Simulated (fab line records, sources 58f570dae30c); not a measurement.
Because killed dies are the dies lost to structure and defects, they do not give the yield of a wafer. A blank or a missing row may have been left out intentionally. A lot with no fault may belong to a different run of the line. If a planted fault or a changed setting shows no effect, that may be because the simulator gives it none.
Which of the tools did it? ; flow berkeley-cmos170 ; Sampling: 7 lots, 21 wafers, 2 of 331 route steps

WHAT THE GAUGES SHOWED, per wafer
UCB170_GATE_CD_MEAS_12: target cd 350 nm.
lot;measured;on;cd-nm (nm)
L628;day 7 03:35;cd-sem-01;349.0 349.8 349.5
L630;day 8 09:44;cd-sem-01;350.5 351.0 350.3
L633;day 8 18:32;cd-sem-01;350.0 350.4 352.3
L635;day 9 08:38;cd-sem-01;378.3 376.6 377.2
L637;day 9 19:16;cd-sem-01;363.5 363.3 363.5
L641;day 10 20:38;cd-sem-01;348.8 347.5 348.3
L648;day 12 01:26;cd-sem-01;349.1 349.6 349.7

EACH LOT AND THE TOOL THAT RAN IT (in order: tool; ch and the chambers of the sampled wafers; start)
lot;UCB170_GATE_EXPOSE_09
L628;krf-scanner-01 ch 0, day 7 03:08
L630;krf-scanner-01 ch 0, day 8 09:14
L633;krf-scanner-01 ch 0, day 8 18:08
L635;krf-scanner-01 ch 0, day 9 07:47
L637;krf-scanner-01 ch 0, day 9 18:34
L641;krf-scanner-02 ch 0, day 10 20:15
L648;krf-scanner-02 ch 0, day 12 00:55
- UCB170_GATE_EXPOSE_09: exposes mask POLY, target cd 350 nm.

THE ANSWER, worked out from the rows above alone
Rule: usual is defined by the lots themselves. Put in order of their means at a reading, lots are off if they are a third of the lots or fewer, leave a main group of 4 or more, and stand apart from it by a gap of 3 or more times the standard deviation of the main group's means; of several such gaps the widest counts. Not used: any main group whose means are identical at the precision the tables above print for the reading. A lot without any number at a reading at which 4 lots or more have one is off too. All remaining lots with rows at the step are treated as sound.
Off, at UCB170_GATE_CD_MEAS_12 on cd-nm: L635, L637. The main group: mean 349.7 nm, standard deviation 0.96.
If a tool, at a process step before that reading, ran all the lots that are off and no sound lot after the first of them, it fits. The gauges at UCB170_GATE_CD_MEAS_12 are tried like those tools. One candidate fits, namely krf-scanner-01 at UCB170_GATE_EXPOSE_09. A fault onset in the window from L633 (day 8 18:08, its last sound lot) to L635 (day 9 07:47, its first lot off) fits.

WHAT WAS PUT IN BY THE SIMULATOR
Drift in process parameters on krf-scanner-01 at UCB170_GATE_EXPOSE_09, starting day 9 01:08. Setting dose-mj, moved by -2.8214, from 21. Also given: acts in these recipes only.
Shown lots that were struck: L635, L637. The same result came from the rule above.
